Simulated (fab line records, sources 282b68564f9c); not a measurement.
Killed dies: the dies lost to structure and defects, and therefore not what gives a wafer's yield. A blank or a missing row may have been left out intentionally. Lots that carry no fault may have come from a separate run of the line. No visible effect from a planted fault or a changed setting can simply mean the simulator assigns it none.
fab line records ; flow rit_cmos
[record] lots = 13; wafers = 39; last_day = 8
route steps=202 shown FOX2@27 REOX@99 NLDD@109 SPACER@129 M1@202
lots that met no fault: taken from a fault-free run of the same line
start_h: start of the lot's first displayed wafer, in hours after the record's first day ; wait_h: time in hours since the lot's previous step ; " identical to the entry in the row above ; L1.1+2: one row covering several wafers at once ; - no value, or no start given ; * or withheld: withheld ; < > ~ a bound
route shown NAME@n: names a module that has steps shown in the file, with the first one's number in the route ; usual: the fault-free wafers' mean and standard deviation ; same: alike in all rows ; chamber/n: place in a boat ; sites: the reading at each site ; _std_site: standard deviation of those values ; _edge_site: inner sites' mean taken away from outer sites' mean ; radius_mm: for every site, how far away it sits from the centre of the wafer ; mask NAME#n: copy n ; behind: the tool/chamber that last shaped the wafer ; hold: cause of the lot's hold/its duration in hours/its outcome ; device: which transistor (n, p or np) failed to switch ; end of line: the tests these same wafers got at the end of their route ; a step given without rows: its recipe and nothing more ; killed: not the wafer's yield, but the dies lost to structure and defects at the first sort ; map: the dies of a wafer, with x for killed, . for not killed, _ for no die there
set.NAME: setting as actually run; set.NAME@STEP: the setting as run at that earlier step ; model.NAME: the simulator's own value behind a step, which no gauge read
one table for each step of the route and one row for each wafer, over a sample of lots
services: from which hour (start_h, from the record's first day; less than 0 if before it) a tool's chamber was out of use, for how many hours, and why
[[steps]]
[step RIT_FOX2_THK_MEAS_90]
[recipe] reads = SiO2_of_FOX2_OXIDATION_00
[usual] FIELD_OXIDE_LEFT_1_THK = 325/6.4
lot.wafer;tool;chamber;start_h;wait_h;FIELD_OXIDE_LEFT_1_THK[nm]
L783.2;film_metro-03;-;23.46;0.0;321
L783.4;film_metro-03;-;23.46;0.0;328
L783.6;film_metro-03;-;23.46;0.0;325
L784.2;film_metro-02;-;27.50;0.0;330
L784.4;film_metro-02;-;27.50;0.0;327
L784.5;film_metro-02;-;27.50;0.0;330
L785.3;film_metro-02;-;31.37;0.0;325
L785.4;film_metro-02;-;31.37;0.0;318
L785.5;film_metro-02;-;31.37;0.0;325
L787.4;film_metro-03;-;46.95;0.0;325
L787.5;film_metro-03;-;46.95;0.0;324
L787.6;film_metro-03;-;46.95;0.0;324
L789.3;film_metro-03;-;51.29;0.0;321
L789.4;film_metro-03;-;51.29;0.0;329
L789.6;film_metro-03;-;51.29;0.0;326
L790.1;film_metro-04;-;56.65;0.0;313
L790.4;film_metro-04;-;56.65;0.0;316
L790.5;film_metro-04;-;56.65;0.0;312
L791.3;film_metro-02;-;65.11;0.0;317
L791.4;film_metro-02;-;65.11;0.0;314
L791.5;film_metro-02;-;65.11;0.0;321
L793.4;film_metro-02;-;71.11;0.0;324
L793.5;film_metro-02;-;71.11;0.0;330
L793.6;film_metro-02;-;71.11;0.0;324
L794.1;film_metro-02;-;76.26;0.0;329
L794.2;film_metro-02;-;76.26;0.0;328
L794.5;film_metro-02;-;76.26;0.0;331
L798.2;film_metro-04;-;96.54;0.0;331
L798.4;film_metro-04;-;96.54;0.0;335
L798.6;film_metro-04;-;96.54;0.0;333
L800.1;film_metro-04;-;105.90;0.0;325
L800.2;film_metro-04;-;105.90;0.0;328
L800.5;film_metro-04;-;105.90;0.0;326
L802.3;film_metro-03;-;116.78;0.0;324
L802.4;film_metro-03;-;116.78;0.0;322
L802.6;film_metro-03;-;116.78;0.0;332
L805.1;film_metro-03;-;133.41;0.0;334
L805.2;film_metro-03;-;133.41;0.0;332
L805.3;film_metro-03;-;133.41;0.0;340
[step RIT_REOX_CLEAN_01]
[recipe] chemistry = dHF; dilution = 50:1; time_s = 30
lot.wafer;tool;chamber;start_h;wait_h
L783.2+4+6;wet_bench-04;2;47.58;0.0
L784.2+4+5;wet_bench-02;2;49.09;0.0
L785.3+4+5;wet_bench-02;3;49.66;0.0
L787.4+5+6;wet_bench-02;1;69.06;0.0
L789.3+4+6;wet_bench-04;1;72.11;0.0
L790.1+4+5;wet_bench-04;0;74.07;0.0
L791.3+4+5;wet_bench-04;2;85.57;0.0
L793.4+5+6;wet_bench-02;1;90.68;0.0
L794.1+2+5;wet_bench-02;0;97.15;0.0
L798.2+4+6;wet_bench-02;0;119.01;0.0
L800.1+2+5;wet_bench-04;2;123.85;0.0
L802.3+4+6;wet_bench-04;0;138.22;0.0
L805.1+2+3;wet_bench-01;1;161.21;0.0
[step RIT_NLDD_OVL_MEAS_06]
[usual] NLDD_OVL = -0.3/1.4
lot.wafer;tool;chamber;start_h;wait_h;NLDD_OVL[nm]
L783.2;overlay-01;-;52.06;-;-1.0
L783.4;overlay-01;-;52.06;-;-1.6
L783.6;overlay-01;-;52.06;-;-3.0
L784.2;overlay-02;-;53.96;-;-0.9
L784.4;overlay-02;-;53.96;-;-1.8
L784.5;overlay-02;-;53.96;-;-0.6
L785.3;overlay-02;-;54.28;-;-1.5
L785.4;overlay-02;-;54.28;-;-0.3
L785.5;overlay-02;-;54.28;-;0.2
L787.4;overlay-02;-;73.43;-;-0.5
L787.5;overlay-02;-;73.43;-;-0.9
L787.6;overlay-02;-;73.43;-;0.2
L789.3;overlay-02;-;76.25;-;0.4
L789.4;overlay-02;-;76.25;-;1.2
L789.6;overlay-02;-;76.25;-;-0.7
L790.1;overlay-02;-;78.40;-;-3.3
L790.4;overlay-02;-;78.40;-;-0.3
L790.5;overlay-02;-;78.40;-;-1.3
L791.3;overlay-02;-;89.33;-;-2.2
L791.4;overlay-02;-;89.33;-;-0.2
L791.5;overlay-02;-;89.33;-;-0.4
L793.4;overlay-01;-;94.40;-;-1.2
L793.5;overlay-01;-;94.40;-;-0.8
L793.6;overlay-01;-;94.40;-;-0.1
L794.1;overlay-01;-;101.20;-;-0.3
L794.2;overlay-01;-;101.20;-;1.9
L794.5;overlay-01;-;101.20;-;1.7
L798.2;overlay-01;-;123.10;-;0.7
L798.4;overlay-01;-;123.10;-;2.5
L798.6;overlay-01;-;123.10;-;0.8
L800.1;overlay-02;-;129.44;-;-0.1
L800.2;overlay-02;-;129.44;-;0.6
L800.5;overlay-02;-;129.44;-;-0.3
L802.3;overlay-01;-;144.35;-;-2.1
L802.4;overlay-01;-;144.35;-;-1.5
L802.6;overlay-01;-;144.35;-;-1.2
L805.1;overlay-01;-;169.76;-;-0.3
L805.2;overlay-01;-;169.76;-;-1.5
L805.3;overlay-01;-;169.76;-;-1.6
[step RIT_SPACER_THK_MEAS_04]
[recipe] reads = Si3N4_of_SPACER_CVD_03
[usual] SPACER_NITRIDE_THK = 250.9/2.1
lot.wafer;tool;chamber;start_h;wait_h;SPACER_NITRIDE_THK[nm]
L783.2;film_metro-02;-;56.69;0.0;251.4
L783.4;film_metro-02;-;56.69;0.0;252.1
L783.6;film_metro-02;-;56.69;0.0;252.4
L784.2;film_metro-01;-;58.38;0.0;250.3
L784.4;film_metro-01;-;58.38;0.0;252.1
L784.5;film_metro-01;-;58.38;0.0;250.3
L785.3;film_metro-02;-;58.71;0.0;254.5
L785.4;film_metro-02;-;58.71;0.0;251.9
L785.5;film_metro-02;-;58.71;0.0;253.1
L787.4;film_metro-04;-;77.75;0.0;254.2
L787.5;film_metro-04;-;77.75;0.0;255.1
L787.6;film_metro-04;-;77.75;0.0;256.1
L789.3;film_metro-01;-;80.67;0.0;247.6
L789.4;film_metro-01;-;80.67;0.0;249.4
L789.6;film_metro-01;-;80.67;0.0;248.5
L790.1;film_metro-01;-;82.69;0.0;251.4
L790.4;film_metro-01;-;82.69;0.0;252.8
L790.5;film_metro-01;-;82.69;0.0;251.4
L791.3;film_metro-01;-;93.76;0.0;249.4
L791.4;film_metro-01;-;93.76;0.0;251.5
L791.5;film_metro-01;-;93.76;0.0;251.7
L793.4;film_metro-01;-;98.72;0.0;249.3
L793.5;film_metro-01;-;98.72;0.0;250.7
L793.6;film_metro-01;-;98.72;0.0;250.5
L794.1;film_metro-02;-;105.55;0.0;248.3
L794.2;film_metro-02;-;105.55;0.0;245.7
L794.5;film_metro-02;-;105.55;0.0;246.9
L798.2;film_metro-04;-;127.83;0.0;249.6
L798.4;film_metro-04;-;127.83;0.0;247.2
L798.6;film_metro-04;-;127.83;0.0;247.0
L800.1;film_metro-02;-;133.75;0.0;251.0
L800.2;film_metro-02;-;133.75;0.0;249.0
L800.5;film_metro-02;-;133.75;0.0;248.4
L802.3;film_metro-02;-;148.82;0.0;252.3
L802.4;film_metro-02;-;148.82;0.0;251.5
L802.6;film_metro-02;-;148.82;0.0;251.9
L805.1;film_metro-01;-;174.39;0.0;246.4
L805.2;film_metro-01;-;174.39;0.0;249.6
L805.3;film_metro-01;-;174.39;0.0;247.9
[step RIT_M1_PROBE_99]
[usual] killed_at_M0_to_M3 = 0.0/0.2; killed_at_contacts = 0.1/0.31; killed_at_front_end = 7/3; killed_dies = 7/3; killed_open = 3.8/2.1; killed_short = 3.6/1.9
[same] gross_dies = 264; killed_at_M4_up = 0; killed_at_back_side = 0; killed_at_other = 0
lot.wafer;tool;chamber;start_h;wait_h;killed_at_M0_to_M3;killed_at_contacts;killed_at_front_end;killed_dies;killed_open;killed_short
L798.2;prober-02;-;139.06;0.1;0;1;27;28;2;1
L798.4;prober-02;-;139.16;0.2;0;0;31;31;4;3
L800.1;prober-02;-;144.76;0.1;0;0;10;10;8;2
L800.2;prober-02;-;144.81;0.1;0;0;7;7;5;2
L800.5;prober-02;-;144.96;0.2;0;1;9;10;6;4
// killed by level:class
L798.2 REOX:unspecified=25 GATE:geometric_particle:open=1 SILICIDE:geometric_particle:open=1 CONTACT:geometric_particle:short=1
L798.4 REOX:unspecified=24 GATE:geometric_particle:open=2 FOX1:geometric_particle:open=1 FOX2:geometric_particle:short=1 GATE:geometric_particle:short=1 REOX:geometric_particle:short=1 SPACER:geometric_particle:open=1
L800.1 SPACER:geometric_particle:open=4 GATE:geometric_particle:open=2 REOX:geometric_particle:short=2 FOX1:geometric_particle:open=1 REOX:geometric_particle:open=1
L800.2 GATE:geometric_particle:short=2 REOX:geometric_particle:open=2 FOX1:geometric_particle:open=1 GATE:geometric_particle:open=1 SPACER:geometric_particle:open=1
L800.5 REOX:geometric_particle:open=3 REOX:geometric_particle:short=2 GATE:geometric_particle:open=1 GATE:geometric_particle:short=1 SPACER:geometric_particle:open=1 SILICIDE:geometric_particle:open=1 CONTACT:geometric_particle:short=1
[[services]]
tool;chamber;start_h;hours;kind
wet_bench-04;-;159.12;4.8;repair
[[key]]
[first_sign] step = RIT_M1_PROBE_99; reading = killed_dies; direction = up; sigmas = 7.3; usual = 7; struck = 30
[effect] step = RIT_M1_PROBE_99; reading = killed_at_front_end; direction = up; sigmas = 7.2; usual = 7; struck = 29
met_at RIT_REOX_CLEAN_01
struck_lots L798
struck_wafers L798.2,L798.4,L798.6
rows_end L798.6
tester_left_out L798
not_acting_at RIT_FOX2_THK_MEAS_90,RIT_NLDD_OVL_MEAS_06,RIT_SPACER_THK_MEAS_04
onset_between 97.15 119.01
[fault] kind = chamber_particle_source; tool = wet_bench-02; chamber = 0; onset_h = 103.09; steps = RIT_REOX_CLEAN_01; rate_per_visit_cm2 = 0.43373; end_h = 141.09
// tester_left_out: of these lots the tester's yield and bins aren't shown, on N5 and GAA mostly nor the transistor test; their killed dies are dies lost to structure and defects alone, not to doping, threshold or leakage, so they don't give the yield
// rows_end: these wafers met a further fault down the route, and their rows from its step on are left out
